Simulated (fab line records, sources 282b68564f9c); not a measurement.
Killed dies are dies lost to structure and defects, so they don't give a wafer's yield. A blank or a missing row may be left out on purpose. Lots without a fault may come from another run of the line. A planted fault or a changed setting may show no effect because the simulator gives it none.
Which tool did it? | flow rit_cmos | 7 lots, 21 wafers sampled, at 2 steps of a route of 202

WHAT THE GAUGES READ, wafer by wafer
RIT_M1_CD_MEAS_90: target cd 2600 nm.
lot  | measured    | on        | cd_nm (nm)
L174 | day 3 19:25 | cd_sem-02 | 2610 2606 2609
L177 | day 4 09:01 | cd_sem-02 | 2600 2600 2599
L179 | day 4 20:46 | cd_sem-02 | 2593 2597 2595
L181 | day 5 06:30 | cd_sem-02 | 2598 2594 2596
L187 | day 6 15:02 | cd_sem-01 | 2590 2587 2589
L191 | day 8 10:39 | cd_sem-01 | 2605 2604 2604
L196 | day 9 00:36 | cd_sem-01 | 2606 2605 2595

WHICH TOOL RAN EACH LOT (tool, then ch and the chambers of the sampled wafers, then the start)
lot  | RIT_M1_METAL_ETCH_12
L174 | rie_metal-02 ch 0,1, day 3 18:53
L177 | rie_metal-02 ch 1, day 4 08:13
L179 | rie_metal-04 ch 0,1, day 4 20:16
L181 | rie_metal-03 ch 0,1, day 5 05:58
L187 | rie_metal-03 ch 0,1, day 6 14:32
L191 | rie_metal-02 ch 0, day 8 10:08
L196 | rie_metal-04 ch 0,1, day 9 00:05
- RIT_M1_METAL_ETCH_12: etches Al in Cl2/BCl3, stops on SiO2, time 165 s, target depth 600 nm.

THE ANSWER, worked out from the rows above alone
Rule: what is usual is taken from the lots themselves. Put in order of their means at a reading, lots are off if they are a third of the lots or fewer, leave a main group of 4 or more, and stand apart from it by a gap of 3 or more times the standard deviation of the main group's means; of several such gaps the widest counts. A main group whose means are all the same, to the digits that the tables above print for the reading, isn't used. A lot without any number at a reading at which 4 lots or more have one is off too. The other lots that the step has rows for count as sound.
No lot is off at any reading shown: from this, nothing can be told.

WHAT THE SIMULATOR HAD PUT IN
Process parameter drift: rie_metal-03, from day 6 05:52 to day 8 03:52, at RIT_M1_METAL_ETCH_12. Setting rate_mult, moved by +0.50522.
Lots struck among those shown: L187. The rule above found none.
